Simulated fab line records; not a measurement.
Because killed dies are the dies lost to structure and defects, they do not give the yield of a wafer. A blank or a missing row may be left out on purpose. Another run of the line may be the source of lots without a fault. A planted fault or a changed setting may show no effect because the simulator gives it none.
2 desks looking at one fault ; flow berkeleyCmos170 ; each desk has only its own numbers; what lay behind them comes last

DESK OF THE TOOL OWNER: implanter-01
The tool's own readings at UCB170_PSD_IMPLANT_08, given as means over the sampled wafers that have a number, one for each lot that went through this tool. Marked OUT: a lot whose mean sits more than 4 standard deviations from the usual mean, which makes it out of limits; the brackets give that distance.
Columns: A = doseIonsCm2 at UCB170_PSD_IMPLANT_08, usual 3e+15; B = faradayCurrentUA at UCB170_PSD_IMPLANT_08, usual 9252
lot;first seen here;A;B
L658;day 9 06:43;3e+15;9246
L662;day 10 03:00;3e+15 (-81) OUT;8456 (-4.4) OUT
L663;day 10 06:54;3e+15 (-79) OUT;8539
This desk's verdict: out of limits on L662, L663, starting with L662 at day 10 03:00 (doseIonsCm2 at UCB170_PSD_IMPLANT_08). In limits: L658.

FROM THE METROLOGY DESK
What the gauges read, lot by lot, whatever tool the lot ran on: means of the sampled wafers that have a number. Marked OUT: a lot whose mean sits more than 4 standard deviations from the usual mean, which makes it out of limits; the brackets give that distance.
Columns: A = ACTIVE_NITRIDE_THK at UCB170_ACTIVE_THK_MEAS_06, usual 219.9 nm; B = cdNm at UCB170_PLDD_CD_MEAS_06, usual 1200.1 nm; C = PSD_RS at UCB170_SDANNEAL_RS_MEAS_02, usual 75.8 ohm/sq
lot;first seen here;A;B;C
L651;day 4 18:50;217.4;1200.5;76.3
L652;day 5 11:03;219.1;1199.1;76.0
L653;day 5 11:03;222.4;1198.1;76.0
L654;day 5 11:03;219.6;1200.7;75.6
L655;day 5 23:45;217.3;1201.4;75.6
L658;day 6 06:47;220.4;1200.2;75.1
L660;day 6 20:22;219.4;1198.9;75.5
L663;day 7 05:18;220.4;1199.8;81.2 (+16) OUT
L662;day 7 05:20;219.3;1200.8;81.7 (+17) OUT
L666;day 8 10:19;218.9;1199.7;76.0
L668;day 8 16:04;216.6;1202.4;75.3
L669;day 9 00:03;222.6;1197.7;75.8
L671;day 9 09:42;221.0;1200.1;76.2
L674;day 9 23:37;223.7;1199.6;75.9
This desk's finding: out of limits on L662, L663; first on L662, day 10 07:14 (PSD_RS at UCB170_SDANNEAL_RS_MEAS_02). In limits: L651, L652, L653, L654, L655, L658, L660, L666, L668, L669, L671, L674.

ALL TOGETHER
An alarm could have come from the tool owner's desk at day 10 03:00, on L662, L663.
An alarm was possible from the metrology desk at day 10 07:14, on L662, L663.
Of the lots named, all ran UCB170_PSD_IMPLANT_08 on implanter-01.

WHAT THE SIMULATOR HAD INSERTED
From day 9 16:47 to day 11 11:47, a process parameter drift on implanter-01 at UCB170_PSD_IMPLANT_08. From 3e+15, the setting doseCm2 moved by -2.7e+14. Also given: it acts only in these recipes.
Struck lots among those shown: L662, L663.
Counting hours from when the fault started, the first reading out of limits came at 10 for the tool owner's desk and at 14 for the metrology desk.
